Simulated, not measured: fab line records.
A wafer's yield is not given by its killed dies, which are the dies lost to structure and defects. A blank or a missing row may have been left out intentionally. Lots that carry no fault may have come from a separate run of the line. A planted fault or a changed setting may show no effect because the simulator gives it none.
Which tool was responsible? | flow berkeley cmos170 | 45 wafers from 15 lots sampled at 4 of the route's 331 steps

WHAT THE GAUGES READ, wafer by wafer
UCB170_NSD_CD_MEAS_06 targets a cd of 1200 nm.
lot  | measured     | on        | cd nm (nm)
L840 | day 8 03:24  | cd sem-01 | 1201.2 1201.1 1200.5
L844 | day 8 16:24  | cd sem-02 | 1200.6 1200.6 1200.5
L843 | day 8 17:00  | cd sem-01 | 1198.9 1199.6 1199.0
L848 | day 9 03:25  | cd sem-02 | 1198.2 1197.3 1198.6
L845 | day 9 03:39  | cd sem-01 | 1199.9 1199.4 1201.2
L846 | day 9 03:55  | cd sem-02 | 1200.4 1199.4 1199.2
L847 | day 9 04:10  | cd sem-01 | 1200.3 1200.3 1199.7
L849 | day 9 15:58  | cd sem-01 | 1200.0 1200.4 1198.3
L851 | day 10 02:05 | cd sem-02 | 1198.2 1198.9 1198.1
L855 | day 10 17:40 | cd sem-02 | 1198.2 1200.3 1199.3
L853 | day 10 17:54 | cd sem-02 | 1198.1 1198.9 1200.0
L858 | day 11 15:28 | cd sem-01 | 1197.5 1198.1 1200.0
L857 | day 11 15:44 | cd sem-01 | 1203.3 1202.1 1201.7
L856 | day 11 15:56 | cd sem-02 | 1198.0 1197.7 1196.5
L860 | day 11 16:39 | cd sem-01 | 1202.1 1200.7 1201.1

UCB170_M1_CD_MEAS_09 targets a cd of 700 nm.
lot  | measured     | on        | cd nm (nm)
L840 | day 8 11:55  | cd sem-01 | 703.1 701.5 701.7
L844 | day 9 02:28  | cd sem-02 | 700.9 700.2 701.5
L843 | day 9 04:05  | cd sem-02 | 701.4 700.8 700.4
L848 | day 9 11:48  | cd sem-01 | 696.6 696.8 697.8
L845 | day 9 12:02  | cd sem-01 | 701.2 702.4 701.1
L846 | day 9 13:47  | cd sem-01 | 700.2 701.5 700.0
L847 | day 9 14:04  | cd sem-01 | 702.6 700.1 702.0
L849 | day 10 02:02 | cd sem-01 | 700.8 700.9 700.5
L851 | day 10 10:56 | cd sem-02 | 702.1 699.0 701.4
L855 | day 11 05:04 | cd sem-01 | 702.2 701.5 702.7
L853 | day 11 04:27 | cd sem-02 | 703.0 702.9 701.9
L858 | day 12 02:13 | cd sem-01 | 698.1 699.2 699.2
L857 | day 12 02:50 | cd sem-01 | 699.3 701.0 699.8
L856 | day 12 03:08 | cd sem-02 | 698.7 700.4 698.1
L860 | day 12 03:41 | cd sem-02 | 700.7 699.2 700.2

UCB170_V1_BOW_MEAS_03.
lot  | measured     | on            | V1_BOW (um)
L840 | day 8 15:03  | film metro-01 | 19 21 16
L844 | day 9 04:52  | film metro-03 | 11 10 19
L843 | day 9 07:31  | film metro-03 | 31 23 9
L848 | day 9 14:13  | film metro-01 | 15 21 21
L845 | day 9 15:32  | film metro-02 | 9 17 14
L846 | day 9 16:54  | film metro-03 | 5 9 18
L847 | day 9 16:52  | film metro-01 | 15 20 19
L849 | day 10 04:35 | film metro-03 | 15 8 14
L851 | day 10 13:20 | film metro-03 | 12 17 13
L855 | day 11 08:11 | film metro-02 | 15 17 8
L853 | day 11 06:51 | film metro-02 | 15 20 18
L858 | day 12 04:37 | film metro-01 | 23 8 28
L857 | day 12 05:57 | film metro-03 | 16 19 14
L856 | day 12 05:58 | film metro-02 | 17 23 30
L860 | day 12 07:18 | film metro-03 | 17 19 20

WHAT TOOL EACH LOT RAN ON (gives the tool, then ch and the chambers of the sampled wafers, and finally the start)
lot  | UCB170_CONTACT_RTA_08
L840 | rtp anneal-01 ch 0, day 8 08:32
L844 | rtp anneal-01 ch 0, day 8 22:47
L843 | rtp anneal-01 ch 0, day 9 00:58
L848 | rtp anneal-01 ch 0, day 9 08:41
L845 | rtp anneal-02 ch 0, day 9 08:51
L846 | rtp anneal-01 ch 0, day 9 10:59
L847 | rtp anneal-02 ch 0, day 9 10:58
L849 | rtp anneal-02 ch 0, day 9 21:59
L851 | rtp anneal-01 ch 0, day 10 07:51
L855 | rtp anneal-01 ch 0, day 11 00:41
L853 | rtp anneal-02 ch 0, day 11 00:41
L858 | rtp anneal-01 ch 0, day 11 23:07
L857 | rtp anneal-02 ch 0, day 11 23:07
L856 | rtp anneal-01 ch 0, day 11 23:11
L860 | rtp anneal-02 ch 0, day 11 23:17
- UCB170_CONTACT_RTA_08: time 10 s.

WHAT THE TOOLS THEMSELVES READ (means of the sampled wafers that have a number; where no wafer has one, the mark that the record gives instead)
UCB170_CONTACT_RTA_08.
lot  | tool          | lamp power pct (%) | wafer_temp_C_max
L840 | rtp anneal-01 | 22.7               | 903.6
L844 | rtp anneal-01 | 22.7               | 903.2
L843 | rtp anneal-01 | 22.7               | 903.5
L848 | rtp anneal-01 | 22.7               | 904.0
L845 | rtp anneal-02 | 21.6               | 904.8
L846 | rtp anneal-01 | 22.7               | 903.9
L847 | rtp anneal-02 | 21.6               | 905.1
L849 | rtp anneal-02 | 21.6               | 905.8
L851 | rtp anneal-01 | 22.7               | 904.1
L855 | rtp anneal-01 | 25.0               | 939.5
L853 | rtp anneal-02 | 21.6               | 904.9
L858 | rtp anneal-01 | 25.0               | 939.3
L857 | rtp anneal-02 | 21.6               | 905.1
L856 | rtp anneal-01 | 25.0               | 939.2
L860 | rtp anneal-02 | 21.6               | 905.3

THE ANSWER, worked out from the rows above alone
Rule: usual is defined by the lots themselves. The widest of any qualifying gaps counts: lots, ordered by their means at a reading, are off when they make up no more than a third of the lots, leave a main group of 4 or more, and stand apart from it by 3 or more times the standard deviation of that group's means. The tables above print the reading to a certain number of digits; a main group whose means all agree to those digits is not used. A lot without any number at a reading at which 4 lots or more have one is off too. Any other lot the step has rows for is counted as sound. The gauges are gone through in route order, then the tools' own readings, and for those a lot's mean is taken as printed above. The first step at which some lot is off is used, and at that step the reading that is off furthest; a lot without a number counts as furthest.
Off: L855, L858, L856 (UCB170_CONTACT_RTA_08, wafer_temp_C_max). For the main group the mean is 904.4 and the standard deviation 0.79.
A tool fits if, at that step or a process step before it, it ran every lot that is off, and no sound lot after the first of them. One candidate fits, namely rtp anneal-01 at UCB170_CONTACT_RTA_08. A fault onset in the window from L851 (day 10 07:51, its last sound lot) to L855 (day 11 00:41, its first lot off) fits.
The tool's own readings at UCB170_CONTACT_RTA_08 bear it out: on the lots that are off they differ by more than 5 times the standard deviation of the sound lots' means. lamp power pct reads 25.0 % there against 22.1 % on the sound lots; wafer_temp_C_max reads 939.3 there against 904.4 on the sound lots.

WHAT WAS PUT IN BY THE SIMULATOR
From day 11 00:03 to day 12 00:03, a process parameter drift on rtp anneal-01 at UCB170_CONTACT_RTA_08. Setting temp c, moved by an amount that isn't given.
Struck lots among those shown: L855, L858, L856. The rule given above showed the same thing.
